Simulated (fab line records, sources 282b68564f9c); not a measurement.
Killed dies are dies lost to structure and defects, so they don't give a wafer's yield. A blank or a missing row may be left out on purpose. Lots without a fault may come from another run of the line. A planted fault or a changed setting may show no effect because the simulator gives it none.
A struck lot beside a sound one | flow rit_cmos | 15 steps out of a route of 202
Sound: wafers L340.3, L340.5, L340.6. Struck: wafers L342.1, L342.2, L342.4. The cause comes at the end.
At each step with rows: each side's tool, then ch and its chambers, then its first start. Under that, the readings that differ: sound wafers | struck wafers | difference of the means | sigmas: that difference in standard deviations of wafers without a fault.
alike: readings whose means differ by less than 2 such deviations, and words and numbers that are the same on both sides. not compared: withheld readings, readings that some wafer has no value for, bounds like >300 that may hide the same value, and numbers for which the record gives no deviation and whose values overlap.
The two part at a step that has a row with sigmas, a row that says differs or no value, or rows on one side only. Numbers that don't overlap but have no deviation are shown without sigmas and don't part them. A reading that every wafer of one side lacks parts them only if that side has two wafers or more.

first, 5 steps without rows for these wafers: RIT_M1_COAT_04 (resist thk 1300 nm); RIT_M1_SOFTBAKE_05 (time 60 s); RIT_M1_EXPOSE_06 (exposes mask M12, target cd 2600 nm); RIT_M1_PEB_07; RIT_M1_DEVELOP_08 (develop time 68 s).
RIT_M1_CD_MEAS_09: target cd 2600 nm.
  sound on cd_sem-02, day 4 13:26; struck on cd_sem-01, day 5 02:38
  alike: cd_nm
RIT_M1_OVL_MEAS_10:
  sound on overlay-01, day 4 13:31; struck on overlay-02, day 5 02:45
  alike: M1_OVL
then, 1 step without rows for these wafers: RIT_M1_HARDBAKE_11 (time 120 s).
RIT_M1_METAL_ETCH_12: etches Al in Cl2/BCl3, stops on SiO2, time 165 s, target depth 600 nm.
  sound on rie_metal-03 ch 0,1, day 4 13:51; struck on rie_metal-01 ch 0,1, day 5 03:02
  alike: drypump_motor_current_A, oes_product_au, throttle_valve_pct
  not compared: rf_hours_counter_h
then, 1 step without rows for these wafers: RIT_M1_STRIP_13 (strips in nmp, time 600 s).
RIT_M1_STRIP_14: strips in O2, time 180 s.
  sound on plasma_asher-04 ch 0,1, day 4 14:11; struck on plasma_asher-04 ch 0,1, day 5 03:23
  alike: drypump_motor_current_A, rf_refl_power_W
  not compared: rf_hours_counter_h
RIT_M1_CD_MEAS_90: target cd 2600 nm.
  sound on cd_sem-02, day 4 14:20; struck on cd_sem-01, day 5 03:34
  alike: cd_nm
RIT_M1_ANNEAL_15: time 1800 s.
  sound on furnace-02 ch 0, day 4 14:25; struck on furnace-02 ch 0, day 5 03:41
  reading                   | sound                | struck               | difference | sigmas
  spike_tc_centre_C (C)     | 452.6 453.0 455.0    | 393.5 395.0 393.0    | -59.7      | -63
  spike_tc_load_C (C)       | 464.1 463.2 466.2    | 402.5 403.9 402.5    | -61.5      | -56
  spike_tc_source_C (C)     | 461.7 461.9 460.5    | 400.5 401.1 399.7    | -60.9      | -63
  tube_center_temp_C (C)    | 450.05 450.01 449.99 | 389.94 389.98 390.07 | -60.02     | -99 or more
  tube_center_temp_C_max    | 451.30 451.09 451.04 | 391.05 391.08 391.42 | -59.96     | -99 or more
  zone_power_centre_pct (%) | 19.75 19.89 19.17    | 17.00 16.41 16.46    | -2.98      | -14
  zone_power_load_pct (%)   | 6.14 6.14 6.22       | 4.95 4.91 5.01       | -1.21      | -19
  zone_power_source_pct (%) | 6.21 6.25 6.31       | 5.01 4.88 4.82       | -1.35      | -23
RIT_M1_BOW_MEAS_16:
  sound on film_metro-03, day 4 15:58; struck on film_metro-03, day 5 05:11
  alike: M1_BOW
RIT_M1_PROBE_99:
  sound on prober-02, day 4 16:08; struck on prober-02, day 5 05:18
  reading                          | sound             | struck            | difference | sigmas
  model.etest.contact_nplus.rc_ohm | 1.417 1.37 1.397  | 2.655 2.814 2.706 | +1.330     |
  model.etest.contact_pplus.rc_ohm | 1.375 1.397 1.419 | 2.767 2.667 2.737 | +1.327     |
  model.etest.contact_ppoly.rc_ohm | 1.37 1.393 1.459  | 2.734 2.703 2.685 | +1.300     |
  model.etest.contact_npoly.rc_ohm | 1.397 1.392 1.394 | 2.737 2.697 2.669 | +1.307     |
  alike: defect_limited_yield, killed_at_front_end, killed_dies, killed_open, killed_short, sort_bin_3_pad_short, sort_bin_5_function, sort_bin_6_memory, sort_n_pass, sort_yield_pct
  not compared: model.etest.nmos_0p15.junction_log10_a_um, model.etest.nmos_narrow.off_log10_a_um

WHERE THEY PART
Only at RIT_M1_ANNEAL_15, within this record. Later steps at which nothing parts them and some readings are alike: RIT_M1_BOW_MEAS_16, RIT_M1_PROBE_99.

WHY: what the simulator had put in
Process parameter drift: furnace-02, from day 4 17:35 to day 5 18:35, at RIT_M1_ANNEAL_15. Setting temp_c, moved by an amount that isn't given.
